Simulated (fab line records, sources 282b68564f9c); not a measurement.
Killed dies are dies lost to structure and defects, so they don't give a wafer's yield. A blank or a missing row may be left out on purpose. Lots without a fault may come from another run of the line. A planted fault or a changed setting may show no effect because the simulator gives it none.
A struck lot beside a sound one | flow rit_cmos | 43 steps out of a route of 202
Sound: wafers L903.1, L903.2, L903.5. Struck: wafers L921.2, L921.3, L921.6. The cause comes at the end.
At each step with rows: each side's tool, then ch and its chambers, then its first start. Under that, the readings that differ: sound wafers | struck wafers | difference of the means | sigmas: that difference in standard deviations of wafers without a fault.
alike: readings whose means differ by less than 2 such deviations, and words and numbers that are the same on both sides. not compared: withheld readings, readings that some wafer has no value for, bounds like >300 that may hide the same value, and numbers for which the record gives no deviation and whose values overlap.
The two part at a step that has a row with sigmas, a row that says differs or no value, or rows on one side only. Numbers that don't overlap but have no deviation are shown without sigmas and don't part them. A reading that every wafer of one side lacks parts them only if that side has two wafers or more.

first, 1 step without rows for these wafers: RIT_PRETRO_DEVELOP_05 (develop time 68 s).
RIT_PRETRO_OVL_MEAS_06:
  sound on overlay-01, day 2 08:09; struck on overlay-01, day 6 00:59
  alike: PRETRO_OVL
then, 2 steps without rows for these wafers: RIT_PRETRO_HARDBAKE_07 (time 120 s); RIT_PRETRO_IMPLANT_08.
RIT_PRETRO_STRIP_09: strips in O2, time 180 s.
  sound on plasma_asher-01 ch 0,1, day 2 08:35; struck on plasma_asher-04 ch 0,1, day 6 01:25
  alike: drypump_motor_current_A
  not compared: rf_hours_counter_h
RIT_PRETRO_TW_MEAS_10:
  sound on film_metro-04, day 2 08:46; struck on film_metro-04, day 6 01:37
  alike: PRETRO_TW
then, 5 steps without rows for these wafers: RIT_GATE_WET_ETCH_00 (etches SiO2 in BOE, target depth 56 nm, time 60 s); RIT_GATE_CLEAN_01 (cleans in SC1, time 600 s); RIT_GATE_CLEAN_02 (cleans in dHF, time 30 s); RIT_GATE_CLEAN_03 (cleans in SC2, time 600 s); RIT_GATE_CLEAN_04 (cleans in dHF, time 60 s).
RIT_FOX2_THK_MEAS_91:
  sound on film_metro-03, day 2 09:14; struck on film_metro-03, day 6 02:06
  reading                     | sound       | struck      | difference | sigmas
  FIELD_OXIDE_LEFT_2_THK (nm) | 262 262 261 | 250 246 248 | -14        | -2
RIT_GATE_OXIDATION_05: target thk 3 nm, ox time 270 s.
  sound on furnace-04 ch 0, day 2 09:17; struck on furnace-03 ch 0, day 6 02:09
  alike: tube_center_temp_C, tube_center_temp_C_max
then, 1 step without rows for these wafers: RIT_GATE_ANNEAL_06 (time 600 s).
RIT_GATE_THK_MEAS_07:
  sound on film_metro-02, day 2 10:37; struck on film_metro-04, day 6 03:29
  alike: GATE_OXIDE_THK
then, 1 step without rows for these wafers: RIT_GATE_CVD_08 (deposits poly-Si from SiH4, target thk 250 nm, time 2220 s).
RIT_GATE_THK_MEAS_09:
  sound on film_metro-04, day 2 12:17; struck on film_metro-04, day 6 05:10
  reading            | sound             | struck            | difference | sigmas
  GATE_POLY_THK (nm) | 254.3 251.2 253.0 | 247.2 244.8 248.2 | -6.1       | -2
then, 6 steps without rows for these wafers: RIT_GATE_HMDS_10 (prime time 60 s); RIT_GATE_COAT_11 (resist thk 850 nm); RIT_GATE_SOFTBAKE_12 (time 60 s); RIT_GATE_EXPOSE_13 (exposes mask M6, target cd 150 nm); RIT_GATE_PEB_14; RIT_GATE_DEVELOP_15 (develop time 47.86 s).
RIT_GATE_CD_MEAS_16: target cd 150 nm.
  sound on cd_sem-01, day 2 13:13; struck on cd_sem-02, day 6 06:13
  alike: cd_nm
RIT_GATE_OVL_MEAS_17:
  sound on overlay-02, day 2 13:20; struck on overlay-02, day 6 06:19
  alike: GATE_OVL
then, 1 step without rows for these wafers: RIT_GATE_HARDBAKE_18 (time 60 s).
RIT_GATE_ETCH_19: etches poly-Si in SF6/CHF3/O2, stops on SiO2, time 165 s, target depth 312.5 nm.
  sound on rie_si-01 ch 1,3, day 2 13:31; struck on rie_si-01 ch 1,2, day 6 06:29
  reading               | sound             | struck            | difference | sigmas
  oes_product_au (a.u.) | 0.847 0.852 0.840 | 0.824 0.817 0.828 | -0.023     | -2
  alike: CHF3_flow_sccm, drypump_motor_current_A, throttle_valve_pct
  not compared: rf_hours_counter_h
RIT_GATE_STRIP_20: strips in O2, time 180 s.
  sound on plasma_asher-04 ch 0,1, day 2 13:37; struck on plasma_asher-02 ch 0,1, day 6 06:36
  alike: drypump_motor_current_A
  not compared: rf_hours_counter_h
RIT_GATE_CD_MEAS_90: target cd 150 nm.
  sound on cd_sem-01, day 2 16:16; struck on cd_sem-02, day 6 06:48
  alike: cd_nm
then, 4 steps without rows for these wafers: RIT_REOX_CLEAN_00 (cleans in SC1, time 600 s); RIT_REOX_CLEAN_01 (cleans in dHF, time 30 s); RIT_REOX_CLEAN_02 (cleans in SC2, time 600 s); RIT_REOX_OXIDATION_03 (target thk 25.2 nm, ox time 5310 s).
RIT_REOX_THK_MEAS_04:
  sound on film_metro-01, day 2 19:20; struck on film_metro-03, day 6 09:51
  reading             | sound          | struck         | difference | sigmas
  REOX_OXIDE_THK (nm) | 24.7 25.0 24.9 | 23.4 23.6 23.6 | -1.3       | -3
then, 6 steps without rows for these wafers: RIT_NLDD_HMDS_00 (prime time 60 s); RIT_NLDD_COAT_01 (resist thk 1000 nm); RIT_NLDD_SOFTBAKE_02 (time 60 s); RIT_NLDD_EXPOSE_03 (exposes mask M7, target cd 40700 nm); RIT_NLDD_PEB_04; RIT_NLDD_DEVELOP_05 (develop time 50 s).
RIT_NLDD_OVL_MEAS_06:
  sound on overlay-02, day 2 20:19; struck on overlay-02, day 6 10:46
  alike: NLDD_OVL
then, 1 step without rows for these wafers: RIT_NLDD_HARDBAKE_07 (time 60 s).
RIT_M1_PROBE_99:
  sound on prober-02, day 3 11:58; struck on prober-01, day 7 03:10
  reading             | sound    | struck   | difference | sigmas
  killed_at_front_end | 13 11 9  | 15 20 17 | +6         | +2
  killed_dies         | 13 11 10 | 15 20 18 | +6         | +2
  alike: killed_at_contacts, killed_open, killed_short

WHERE THEY PART
First at RIT_FOX2_THK_MEAS_91; last, within this record, at RIT_M1_PROBE_99.

WHY: what the simulator had put in
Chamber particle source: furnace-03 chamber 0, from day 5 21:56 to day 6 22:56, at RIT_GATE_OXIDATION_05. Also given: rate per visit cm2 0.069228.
